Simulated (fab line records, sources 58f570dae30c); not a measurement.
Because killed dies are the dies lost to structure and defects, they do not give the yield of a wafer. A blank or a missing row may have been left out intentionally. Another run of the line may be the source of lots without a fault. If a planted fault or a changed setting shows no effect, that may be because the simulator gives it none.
fab line records    flow berkeleyCmos170
[record] lots = 24  wafers = 72  lastDay = 12
route steps=331 shown V1@256 M2@288 M3@311
lots untouched by any fault: they come from a run of this same line in which no faults occurred
startH: start of the lot's first displayed wafer, in hours after the record's first day    waitH: time in hours since the lot's previous step    " repeats the value in the row above    L1.1+2: several wafers, shown together as one row    - no value present, or no start provided    * or withheld: withheld    < > ~ a bound
route shown NAME@n: names a module that has steps shown in the file, with the first one's number in the route    usual: mean and standard deviation over wafers with no fault    same: alike in all rows    chamber/n: place in a boat    sites: the reading at each site    _std_site: their standard deviation    _edge_site: the outer-site mean with the inner-site mean subtracted    radiusMm: for every site, how far away it sits from the centre of the wafer    mask NAME#n: copy n    behind: tool/chamber where the wafer was last shaped    hold: the reason the lot was held/the length of the hold in hours/how it ended    device: whichever transistor did not switch (one of n, p or np)    end of line: at the end of the route, the tests of the same wafers    where a step has no rows: the recipe by itself    killed: at the first sort, the dies lost to defects and structure; wafer yield is something else    map: per-die view of a wafer (x killed, . not killed, _ where there is no die)
set.NAME: the setting the step ran with; set.NAME@STEP: the setting that earlier step ran with    model.NAME: the simulator's own value behind a step, which no gauge read
one table for each step of the route and one row for each wafer, over a sample of lots
services: from which hour (startH, from the record's first day; less than 0 if before it) a tool's chamber was out of use, for how many hours, and why
[[steps]]
[step UCB170_V1_CMP_02]
[recipe] material = SiO2  downForcePsi = 6  platenRpm = 60  padVelocityMS = 0.75398
[usual] motorCurrentA = 16.2/2.3
lot.wafer  tool    chamber  startH  waitH  motorCurrentA
L075.2     cmp-02  3        156.81  0.1    15.6
L075.4     "       0        "       "      15.9
L075.6     "       1        "       "      21.9
L077.1     cmp-01  0        156.81  0.1    14.2
L077.6     "       2        "       "      16.7
L077.5     "       3        "       "      15.6
L074.2     cmp-01  3        157.01  0.2    16.3
L074.5     "       3        "       "      16.3
L074.6     "       0        "       "      15.1
L076.3     cmp-02  0        157.16  0.5    15.9
L076.6     "       1        "       "      22.3
L076.5     "       2        "       "      14.7
L078.1     cmp-02  3        171.57  0.1    15.6
L078.6     "       2        "       "      14.7
L078.5     "       3        "       "      14.8
L080.4     cmp-01  0        177.57  0.1    14.9
L080.1     "       1        "       "      14.5
L080.5     "       3        "       "      15.8
L079.2     cmp-02  0        177.62  0.1    15.4
L079.1     "       1        "       "      21.4
L079.5     "       3        "       "      15.5
L081.3     cmp-02  0        194.42  0.1    15.7
L081.6     "       3        "       "      15.1
L081.5     "       0        "       "      14.9
L082.4     cmp-01  1        194.47  0.1    13.9
L082.1     "       2        "       "      16.1
L082.5     "       0        "       "      14.4
L083.4     cmp-02  3        197.57  0.1    15.3
L083.3     "       1        "       "      21.2
L083.5     "       2        "       "      15.8
L084.4     cmp-02  1        210.17  0.0    21.9
L084.3     "       0        "       "      15.7
L084.6     "       2        "       "      15.2
L085.2     cmp-01  2        210.18  0.0    17.6
L085.4     "       3        "       "      16.2
L085.3     "       1        "       "      13.7
L086.3     cmp-02  3        220.56  0.0    16.1
L086.1     "       2        "       "      14.4
L086.5     "       0        "       "      15.6
L088.1     cmp-01  3        220.56  0.1    15.3
L088.4     "       0        "       "      14.3
L088.6     "       0        "       "      15.0
L087.3     cmp-02  3        220.86  0.3    15.1
L087.4     "       0        "       "      16.4
L087.1     "       2        "       "      14.5
L090.3     cmp-02  3        239.01  0.0    15.8
L090.6     "       3        "       "      14.7
L090.5     "       0        "       "      16.1
L089.1     cmp-01  1        239.04  0.1    14.6
L089.6     "       1        "       "      14.3
L089.5     "       2        "       "      18.0
L091.2     cmp-02  3        239.41  0.4    15.2
L091.6     "       1        "       "      22.0
L091.5     "       2        "       "      15.5
L092.4     cmp-01  3        244.41  0.0    16.3
L092.1     "       0        "       "      15.1
L092.5     "       0        "       "      15.1
L093.3     cmp-01  0        258.36  0.0    14.3
L093.1     "       1        "       "      14.4
L093.2     "       3        "       "      16.7
L094.3     cmp-01  1        263.67  0.3    13.9
L094.5     "       3        "       "      15.5
L094.6     "       0        "       "      15.6
L095.1     cmp-01  1        263.92  0.6    14.8
L095.4     "       2        "       "      17.8
L095.5     "       1        "       "      14.2
L096.4     cmp-02  1        264.17  0.7    21.1
L096.3     "       0        "       "      16.0
L096.5     "       2        "       "      15.8
L097.4     cmp-02  1        272.02  0.1    20.9
L097.2     "       2        "       "      15.4
L097.6     "       0        "       "      16.3
[step UCB170_V1_ETCH_14]
[recipe] chemistry = CHF3/CF4/Ar  target = SiO2  stopOn = Al  CHF3_flow_sccm = 45  cf4FlowSccm = 15  Ar_flow_sccm = 150  pressureMtorr = 200  rfW = 700  targetDepthA = 12500  overEtchFrac = 0.25  timeS = 291
[usual] drypumpMotorCurrentA = 5.8/0.47  oesProductAu = 0.880/0.012  throttleValvePct = 6.99/0.14
lot.wafer  tool        chamber  startH  waitH  drypumpMotorCurrentA  oesProductAu  rfHoursCounterH  throttleValvePct
L077.1     rieDiel-01  1        160.37  0.0    6.4                   0.845         146              7.17
L077.5     "           2        "       "      6.0                   0.873         -                7.12
L077.6     "           3        "       "      5.5                   0.864         -                6.89
L075.2     rieDiel-03  3        160.88  0.0    5.8                   0.860         38               6.94
L075.4     "           0        "       "      6.6                   0.865         40               7.06
L075.6     "           1        "       "      6.2                   0.903         -                7.14
L076.3     rieDiel-01  3        161.09  0.0    5.5                   0.870         78               6.88
L076.5     "           3        "       "      5.5                   0.871         -                6.87
L076.6     "           2        "       "      6.0                   0.875         -                7.13
L074.2     rieDiel-04  2        161.15  0.0    5.7                   0.886         11               6.90
L074.5     "           2        "       "      5.8                   0.887         -                6.91
L074.6     "           3        "       "      4.8                   0.878         -                6.98
L078.1     rieDiel-04  2        173.30  0.0    5.8                   0.887         12               6.91
L078.5     "           0        "       "      5.4                   0.889         -                7.03
L078.6     "           1        "       "      6.1                   0.879         -                6.71
L080.1     rieDiel-03  3        179.41  0.0    5.8                   0.866         39               6.93
L080.4     "           1        "       "      6.2                   0.905         13               7.17
L080.5     "           0        "       "      6.6                   0.865         -                7.04
L079.1     rieDiel-04  3        179.53  0.0    4.8                   0.889         146              6.97
L079.2     "           0        "       "      5.5                   0.885         17               7.05
L079.5     "           1        "       "      6.1                   0.883         -                6.73
L081.3     rieDiel-04  3        196.85  0.0    4.8                   0.889         146              6.96
L081.5     "           2        "       "      5.8                   0.889         -                6.93
L081.6     "           1        "       "      6.1                   0.888         -                6.70
L082.1     rieDiel-01  3        197.12  0.0    5.5                   0.880         79               6.89
L082.4     "           1        "       "      6.4                   0.878         0                7.17
L082.5     "           2        "       "      6.0                   0.875         -                7.14
L083.3     rieDiel-04  2        200.57  0.0    5.8                   0.891         13               6.90
L083.4     "           1        "       "      6.1                   0.883         94               6.71
L083.5     "           3        "       "      4.8                   0.880         -                6.95
L084.3     rieDiel-01  2        212.15  0.0    6.0                   0.872         140              7.13
L084.4     "           1        "       "      6.4                   0.879         1                7.17
L084.6     "           2        "       "      6.0                   0.865         -                7.12
L085.2     rieDiel-04  0        212.39  0.0    5.5                   0.892         18               7.03
L085.3     "           1        "       "      6.1                   0.882         94               6.72
L085.4     "           1        "       "      6.2                   0.888         -                6.72
L086.1     rieDiel-04  0        222.24  0.0    5.5                   0.884         19               7.05
L086.3     "           1        "       "      6.1                   0.873         95               6.72
L086.5     "           0        "       "      5.4                   0.888         -                7.01
L088.1     rieDiel-03  1        222.52  0.0    6.2                   0.901         15               7.17
L088.4     "           0        "       "      6.6                   0.859         43               7.03
L088.6     "           2        "       "      5.5                   0.880         -                6.99
L087.1     rieDiel-01  3        222.78  0.0    5.5                   0.875         80               6.90
L087.3     "           0        "       "      5.9                   0.881         45               7.13
L087.4     "           1        "       "      6.4                   0.875         -                7.16
L089.1     rieDiel-03  0        242.30  0.0    6.5                   0.868         43               7.04
L089.5     "           3        "       "      5.8                   0.862         -                6.96
L089.6     "           0        "       "      6.5                   0.872         -                7.04
L090.3     rieDiel-01  1        242.41  0.0    6.4                   0.882         2                7.19
L090.5     "           3        "       "      5.5                   0.875         -                6.88
L090.6     "           1        "       "      6.4                   0.883         -                7.18
L091.2     rieDiel-04  3        242.85  0.0    4.8                   0.875         1                6.96
L091.5     "           3        "       "      4.8                   0.861         -                6.96
L091.6     "           0        "       "      5.4                   0.883         -                7.03
L092.1     rieDiel-03  3        246.97  0.0    5.8                   0.863         42               6.94
L092.4     "           0        "       "      6.5                   0.870         44               7.06
L092.5     "           1        "       "      6.2                   0.907         -                7.14
L093.1     rieDiel-04  0        260.03  0.0    5.5                   0.893         21               7.04
L093.2     "           3        "       "      4.8                   0.881         2                6.97
L093.3     "           2        "       "      5.8                   0.894         17               6.88
L094.3     rieDiel-01  2        265.63  0.0    6.0                   0.873         1                7.14
L094.5     "           2        "       "      6.0                   0.848         -                7.14
L094.6     "           3        "       "      5.5                   0.877         -                6.87
L095.1     rieDiel-04  3        266.18  0.0    4.8                   0.875         2                6.95
L095.4     "           0        "       "      5.5                   0.883         21               7.03
L095.5     "           2        "       "      5.7                   0.886         -                6.92
L096.3     rieDiel-03  2        266.46  0.0    5.5                   0.858         0                6.99
L096.4     "           3        "       "      5.8                   0.869         43               6.93
L096.5     "           3        "       "      5.8                   0.861         -                6.94
L097.2     rieDiel-01  2        276.57  0.0    6.0                   0.858         1                7.13
L097.4     "           0        "       "      5.9                   0.888         48               7.14
L097.6     "           2        "       "      6.0                   0.863         -                7.14
[step UCB170_M2_ETCH_17]
[recipe] chemistry = N2/H2  targetDepthA = withheld  overetchA = withheld  target = BARC  timeS = withheld  sourceW = 500  biasW = 100  pressureMtorr = 30  n2FlowSccm = 100  h2FlowSccm = 200
[usual] drypumpMotorCurrentA = 5.8/0.42  oesProductAu = 1.014/0.022  throttleValvePct = 13.34/0.24
lot.wafer  tool        chamber  startH  waitH  drypumpMotorCurrentA  oesProductAu  throttleValvePct
L077.1     rieDiel-01  2        164.62  0.0    6.0                   1.019         13.51
L077.5     "           1        "       "      6.4                   1.002         13.72
L077.6     "           2        "       "      6.1                   1.023         13.51
L075.2     rieDiel-04  2        164.79  0.0    5.7                   1.045         13.23
L075.4     "           3        "       "      4.8                   1.037         13.49
L075.6     "           2        "       "      5.7                   1.047         13.23
L076.3     rieDiel-01  0        165.29  0.0    5.9                   0.991         13.50
L076.5     "           2        "       "      6.1                   1.025         13.54
L076.6     "           3        "       "      5.5                   0.998         13.11
L074.2     rieDiel-04  2        165.52  0.0    5.7                   1.043         13.23
L074.5     "           1        "       "      6.1                   1.019         12.90
L074.6     "           0        "       "      5.5                   1.018         13.30
L078.1     rieDiel-01  3        175.94  0.0    5.5                   1.003         13.10
L078.5     "           0        "       "      5.9                   0.999         13.52
L078.6     "           3        "       "      5.5                   1.003         13.12
L079.1     rieDiel-01  0        183.14  0.0    5.9                   1.003         13.52
L079.2     "           3        "       "      5.5                   1.012         13.12
L079.5     "           3        "       "      5.5                   1.008         13.12
L080.1     rieDiel-02  0        183.26  0.0    5.9                   0.989         13.20
L080.4     "           1        "       "      6.1                   0.943         13.65
L080.5     "           2        "       "      5.4                   0.982         13.39
L081.3     rieDiel-02  0        199.44  0.0    5.9                   1.018         13.20
L081.5     "           1        "       "      6.1                   0.971         13.67
L081.6     "           0        "       "      5.9                   1.009         13.20
L082.1     rieDiel-04  2        199.71  0.0    5.7                   1.049         13.22
L082.4     "           0        "       "      5.5                   1.023         13.30
L082.5     "           2        "       "      5.8                   1.046         13.22
L083.3     rieDiel-01  2        203.38  0.0    6.1                   1.024         13.54
L083.4     "           3        "       "      5.5                   1.013         13.09
L083.5     "           3        "       "      5.5                   1.004         13.10
L084.3     rieDiel-04  0        214.81  0.0    5.5                   1.013         13.29
L084.4     "           0        "       "      5.5                   1.007         13.29
L084.6     "           2        "       "      5.7                   1.038         13.24
L085.2     rieDiel-01  1        215.05  0.0    6.4                   1.014         13.72
L085.3     "           0        "       "      5.9                   0.991         13.52
L085.4     "           3        "       "      5.5                   0.998         13.12
L086.1     rieDiel-01  0        224.82  0.0    5.9                   0.997         13.52
L086.3     "           3        "       "      5.5                   0.989         13.11
L086.5     "           1        "       "      6.4                   1.010         13.72
L088.1     rieDiel-04  2        225.27  0.0    5.8                   1.042         13.23
L088.4     "           1        "       "      6.1                   1.045         12.89
L088.6     "           0        "       "      5.5                   1.017         13.30
L087.1     rieDiel-02  3        225.53  0.0    5.7                   0.994         13.35
L087.3     "           2        "       "      5.4                   0.989         13.39
L087.4     "           0        "       "      5.9                   1.005         13.20
L090.3     rieDiel-02  2        245.87  0.0    5.5                   0.987         13.38
L090.5     "           0        "       "      5.9                   1.002         13.20
L090.6     "           1        "       "      6.1                   0.961         13.66
L089.1     rieDiel-01  1        246.15  0.0    6.4                   1.016         13.73
L089.5     "           2        "       "      6.0                   1.023         13.56
L089.6     "           0        "       "      5.9                   1.003         13.52
L091.2     rieDiel-04  1        246.29  0.0    6.1                   1.038         12.90
L091.5     "           0        "       "      5.4                   1.021         13.29
L091.6     "           3        "       "      4.8                   1.040         13.45
L092.1     rieDiel-02  3        251.13  0.0    5.7                   1.003         13.35
L092.4     "           2        "       "      5.5                   0.996         13.39
L092.5     "           0        "       "      5.9                   1.008         13.19
L093.1     rieDiel-04  1        262.61  0.0    6.1                   1.028         12.89
L093.2     "           2        "       "      5.7                   1.041         13.21
L093.3     "           0        "       "      5.5                   1.013         13.29
L094.3     rieDiel-04  1        268.24  0.0    6.1                   1.032         12.88
L094.5     "           3        "       "      4.8                   1.027         13.46
L094.6     "           2        "       "      5.7                   1.036         13.23
L095.1     rieDiel-01  3        268.94  0.0    5.5                   0.996         13.10
L095.4     "           2        "       "      6.1                   1.013         13.57
L095.5     "           0        "       "      5.9                   1.007         13.50
L096.3     rieDiel-04  2        269.21  0.0    5.7                   1.051         13.23
L096.4     "           0        "       "      5.5                   1.030         13.29
L096.5     "           0        "       "      5.5                   1.027         13.31
L097.2     rieDiel-04  3        279.38  0.0    4.8                   1.038         13.45
L097.4     "           2        "       "      5.7                   1.041         13.22
L097.6     "           2        "       "      5.7                   1.049         13.23
[step UCB170_M2_STRIP_19]
[recipe] chemistry = O2  powerW = 400  pressureMtorr = 3500  platenTempC = withheld  o2FlowSccm = 400  overashFraction = 0.5
[usual] drypumpMotorCurrentA = 5.9/0.49  oesProductAu = 0.561/0.018
lot.wafer  tool            chamber  startH  waitH  drypumpMotorCurrentA  oesProductAu  rfHoursCounterH
L077.1     plasmaAsher-04  0        164.85  0.1    5.1                   0.565         37
L077.5     "               0        "       "      5.1                   0.562         -
L077.6     "               1        "       "      6.3                   0.568         -
L075.2     plasmaAsher-03  0        165.02  0.1    5.6                   0.570         49
L075.4     "               1        "       "      6.0                   0.577         -
L075.6     "               1        "       "      6.0                   0.577         -
L076.3     plasmaAsher-04  1        165.56  0.1    6.3                   0.518         -
L076.5     "               0        "       "      5.1                   0.511         -
L076.6     "               1        "       "      6.3                   0.575         -
L074.2     plasmaAsher-02  1        165.75  0.1    6.5                   0.562         50
L074.5     "               1        "       "      6.5                   0.561         -
L074.6     "               0        "       "      5.5                   0.561         -
L078.1     plasmaAsher-03  1        176.17  0.1    6.0                   0.572         50
L078.5     "               0        "       "      5.6                   0.573         -
L078.6     "               1        "       "      6.0                   0.572         -
L079.1     plasmaAsher-04  0        183.37  0.1    5.1                   0.566         39
L079.2     "               1        "       "      6.3                   0.579         39
L079.5     "               0        "       "      5.1                   0.588         -
L080.1     plasmaAsher-02  1        183.49  0.1    6.5                   0.568         51
L080.4     "               0        "       "      5.5                   0.566         -
L080.5     "               0        "       "      5.5                   0.575         -
L081.3     plasmaAsher-02  1        199.70  0.1    6.5                   0.566         -
L081.5     "               0        "       "      5.4                   0.562         -
L081.6     "               1        "       "      6.5                   0.565         -
L082.1     plasmaAsher-03  1        199.94  0.1    6.0                   0.572         53
L082.4     "               1        "       "      6.0                   0.575         -
L082.5     "               0        "       "      5.6                   0.569         -
L083.3     plasmaAsher-02  1        203.64  0.1    6.5                   0.536         -
L083.4     "               0        "       "      5.5                   0.573         -
L083.5     "               1        "       "      6.5                   0.573         -
L084.3     plasmaAsher-03  0        215.07  0.1    5.6                   0.582         -
L084.4     "               1        "       "      6.0                   0.569         -
L084.6     "               0        "       "      5.6                   0.577         -
L085.2     plasmaAsher-02  1        215.28  0.1    6.5                   0.556         55
L085.3     "               1        "       "      6.5                   0.559         -
L085.4     "               0        "       "      5.4                   0.565         -
L086.1     plasmaAsher-03  1        225.05  0.1    6.0                   0.568         55
L086.3     "               1        "       "      6.0                   0.567         -
L086.5     "               1        "       "      6.0                   0.570         -
L088.1     plasmaAsher-02  0        225.50  0.1    5.5                   0.557         56
L088.4     "               1        "       "      6.5                   0.554         -
L088.6     "               0        "       "      5.4                   0.564         -
L087.1     plasmaAsher-04  1        225.76  0.1    6.3                   0.523         44
L087.3     "               0        "       "      5.1                   0.528         -
L087.4     "               1        "       "      6.3                   0.571         -
L090.3     plasmaAsher-03  0        246.14  0.1    5.6                   0.579         -
L090.5     "               0        "       "      5.6                   0.583         -
L090.6     "               1        "       "      6.0                   0.566         -
L089.1     plasmaAsher-02  1        246.38  0.1    6.5                   0.574         58
L089.5     "               1        "       "      6.5                   0.523         -
L089.6     "               0        "       "      5.4                   0.574         -
L091.2     plasmaAsher-03  1        246.52  0.1    6.0                   0.575         57
L091.5     "               1        "       "      6.1                   0.555         -
L091.6     "               0        "       "      5.6                   0.570         -
L092.1     plasmaAsher-03  1        251.36  0.1    6.0                   0.568         58
L092.4     "               1        "       "      6.0                   0.571         -
L092.5     "               0        "       "      5.6                   0.565         -
L093.1     plasmaAsher-04  0        262.84  0.1    5.1                   0.564         48
L093.2     "               1        "       "      6.3                   0.547         48
L093.3     "               1        "       "      6.4                   0.568         -
L094.3     plasmaAsher-04  1        268.51  0.1    6.3                   0.561         -
L094.5     "               0        "       "      5.1                   0.576         -
L094.6     "               1        "       "      6.3                   0.561         -
L095.1     plasmaAsher-02  1        269.17  0.1    6.5                   0.548         61
L095.4     "               0        "       "      5.4                   0.546         -
L095.5     "               1        "       "      6.5                   0.544         -
L096.3     plasmaAsher-02  0        269.47  0.1    5.4                   0.569         -
L096.4     "               1        "       "      6.5                   0.529         -
L096.5     "               1        "       "      6.5                   0.576         -
L097.2     plasmaAsher-04  1        279.61  0.1    6.3                   0.562         50
L097.4     "               0        "       "      5.1                   0.555         -
L097.6     "               0        "       "      5.1                   0.569         -
[step UCB170_M3_RS_MEAS_02]
[recipe] thkMeasGauge = four-point-probe  reads = Al_of_M3_SPUTTER_01
[usual] M3_AL_RS = 0.0323/0.00031
lot.wafer  tool          chamber  startH  waitH  M3_AL_RS[ohm/sq]
L077.1     filmMetro-01  -        167.55  0.0    0.0324
L077.5     "             -        "       "      0.0324
L077.6     "             -        "       "      0.0324
L075.2     filmMetro-04  -        167.81  0.1    0.0330
L075.4     "             -        "       "      0.0327
L075.6     "             -        "       "      0.0330
L076.3     filmMetro-01  -        168.20  0.1    0.0317
L076.5     "             -        "       "      0.0317
L076.6     "             -        "       "      0.0321
L074.2     filmMetro-02  -        168.53  0.1    0.0318
L074.5     "             -        "       "      0.0319
L074.6     "             -        "       "      0.0322
L078.1     filmMetro-04  -        178.91  0.0    0.0323
L078.5     "             -        "       "      0.0319
L078.6     "             -        "       "      0.0323
L079.1     filmMetro-01  -        186.28  0.0    0.0325
L079.2     "             -        "       "      0.0328
L079.5     "             -        "       "      0.0323
L080.1     filmMetro-02  -        186.34  0.0    0.0318
L080.4     "             -        "       "      0.0319
L080.5     "             -        "       "      0.0321
L081.3     filmMetro-02  -        202.59  0.1    0.0323
L081.5     "             -        "       "      0.0319
L081.6     "             -        "       "      0.0324
L082.1     filmMetro-01  -        202.70  0.0    0.0320
L082.4     "             -        "       "      0.0322
L082.5     "             -        "       "      0.0322
L083.3     filmMetro-02  -        206.84  0.1    0.0327
L083.4     "             -        "       "      0.0325
L083.5     "             -        "       "      0.0328
L084.3     filmMetro-02  -        219.24  0.1    0.0322
L084.4     "             -        "       "      0.0323
L084.6     "             -        "       "      0.0324
L085.2     filmMetro-04  -        219.50  0.1    0.0321
L085.3     "             -        "       "      0.0320
L085.4     "             -        "       "      0.0325
L086.1     filmMetro-04  -        227.78  0.0    0.0325
L086.3     "             -        "       "      0.0323
L086.5     "             -        "       "      0.0323
L088.1     filmMetro-01  -        228.15  0.0    0.0323
L088.4     "             -        "       "      0.0325
L088.6     "             -        "       "      0.0321
L087.1     filmMetro-02  -        228.54  0.0    0.0323
L087.3     "             -        "       "      0.0325
L087.4     "             -        "       "      0.0322
L090.3     filmMetro-02  -        249.17  0.1    0.0320
L090.5     "             -        "       "      0.0322
L090.6     "             -        "       "      0.0320
L089.1     filmMetro-02  -        249.79  0.0    0.0323
L089.5     "             -        "       "      0.0328
L089.6     "             -        "       "      0.0323
L091.2     filmMetro-02  -        250.12  0.1    0.0321
L091.5     "             -        "       "      0.0322
L091.6     "             -        "       "      0.0323
L092.1     filmMetro-01  -        254.42  0.0    0.0328
L092.4     "             -        "       "      0.0332
L092.5     "             -        "       "      0.0326
L093.1     filmMetro-02  -        265.63  0.0    0.0324
L093.2     "             -        "       "      0.0329
L093.3     "             -        "       "      0.0327
L094.3     filmMetro-01  -        272.00  0.1    0.0323
L094.5     "             -        "       "      0.0322
L094.6     "             -        "       "      0.0320
L095.1     filmMetro-02  -        272.07  0.0    0.0322
L095.4     "             -        "       "      0.0321
L095.5     "             -        "       "      0.0324
L096.3     filmMetro-01  -        272.45  0.1    0.0321
L096.4     "             -        "       "      0.0320
L096.5     "             -        "       "      0.0321
L097.2     filmMetro-02  -        282.26  0.1    0.0322
L097.4     "             -        "       "      0.0322
L097.6     "             -        "       "      0.0319
[step UCB170_M3_BOW_MEAS_20]
[recipe] mode = bow
[usual] M3_BOW = 35/7.5
lot.wafer  tool          chamber  startH  waitH  M3_BOW[um]
L077.1     filmMetro-02  -        169.90  0.1    33
L077.5     "             -        "       "      30
L077.6     "             -        "       "      33
L075.2     filmMetro-01  -        170.59  0.1    37
L075.4     "             -        "       "      51
L075.6     "             -        "       "      42
L076.3     filmMetro-02  -        170.78  0.1    40
L076.5     "             -        "       "      34
L076.6     "             -        "       "      31
L074.2     filmMetro-01  -        170.98  0.1    13
L074.5     "             -        "       "      43
L074.6     "             -        "       "      38
L078.1     filmMetro-02  -        181.49  0.1    29
L078.5     "             -        "       "      21
L078.6     "             -        "       "      29
L079.1     filmMetro-02  -        188.65  0.1    33
L079.2     "             -        "       "      31
L079.5     "             -        "       "      34
L080.1     filmMetro-02  -        189.12  0.1    34
L080.4     "             -        "       "      44
L080.5     "             -        "       "      32
L081.3     filmMetro-02  -        205.88  0.1    33
L081.5     "             -        "       "      36
L081.6     "             -        "       "      28
L082.1     filmMetro-01  -        206.53  0.1    42
L082.4     "             -        "       "      31
L082.5     "             -        "       "      38
L083.3     filmMetro-04  -        209.79  0.1    28
L083.4     "             -        "       "      47
L083.5     "             -        "       "      43
L084.3     filmMetro-01  -        221.99  0.1    33
L084.4     "             -        "       "      36
L084.6     "             -        "       "      44
L085.2     filmMetro-02  -        222.07  0.1    47
L085.3     "             -        "       "      30
L085.4     "             -        "       "      39
L086.1     filmMetro-01  -        230.17  0.1    40
L086.3     "             -        "       "      47
L086.5     "             -        "       "      42
L088.1     filmMetro-01  -        231.01  0.1    32
L088.4     "             -        "       "      40
L088.6     "             -        "       "      24
L087.1     filmMetro-02  -        231.25  0.1    35
L087.3     "             -        "       "      44
L087.4     "             -        "       "      30
L090.3     filmMetro-02  -        252.48  0.1    39
L090.5     "             -        "       "      33
L090.6     "             -        "       "      39
L089.1     filmMetro-01  -        252.68  0.1    25
L089.5     "             -        "       "      35
L089.6     "             -        "       "      39
L091.2     filmMetro-01  -        253.13  0.1    35
L091.5     "             -        "       "      49
L091.6     "             -        "       "      31
L092.1     filmMetro-02  -        257.69  0.1    22
L092.4     "             -        "       "      30
L092.5     "             -        "       "      32
L093.1     filmMetro-02  -        268.42  0.1    40
L093.2     "             -        "       "      31
L093.3     "             -        "       "      28
L094.3     filmMetro-01  -        274.53  0.1    42
L094.5     "             -        "       "      36
L094.6     "             -        "       "      36
L095.1     filmMetro-04  -        274.76  0.1    44
L095.4     "             -        "       "      28
L095.5     "             -        "       "      36
L096.3     filmMetro-04  -        275.13  0.1    32
L096.4     "             -        "       "      32
L096.5     "             -        "       "      25
L097.2     filmMetro-04  -        284.95  0.1    40
L097.4     "             -        "       "      27
L097.6     "             -        "       "      44
[[services]]
tool            chamber  startH  hours  kind
plasmaAsher-02  -        134.62  1.7    repair
rieDiel-03      -        145.04  0.3    repair
rieDiel-02      -        165.63  15.6   pm
rieDiel-04      -        170.36  1.6    repair
cmp-02          -        172.06  5.0    repair
cmp-02          -        178.39  0.7    repair
rieDiel-01      1        178.79  -      clean
rieDiel-01      1        178.79  17.9   scheduledDown
plasmaAsher-03  -        179.76  2.8    pm
rieDiel-04      3        207.67  -      clean
rieDiel-04      3        207.67  22.4   scheduledDown
rieDiel-04      3        207.67  22.4   ventCycle
cmp-02          -        211.75  6.9    pm
cmp-01          -        232.00  4.0    pm
rieDiel-04      -        234.14  0.5    repair
plasmaAsher-03  -        238.95  1.1    repair
plasmaAsher-04  -        239.77  2.8    pm
cmp-02          -        242.16  9.2    repair
rieDiel-01      3        243.04  11.9   repair
plasmaAsher-02  -        254.59  2.5    repair
rieDiel-01      -        255.48  3.6    repair
plasmaAsher-03  -        259.13  2.4    repair
cmp-02          -        261.04  3.1    repair
cmp-02          -        276.53  0.8    repair
[[key]]
fault none
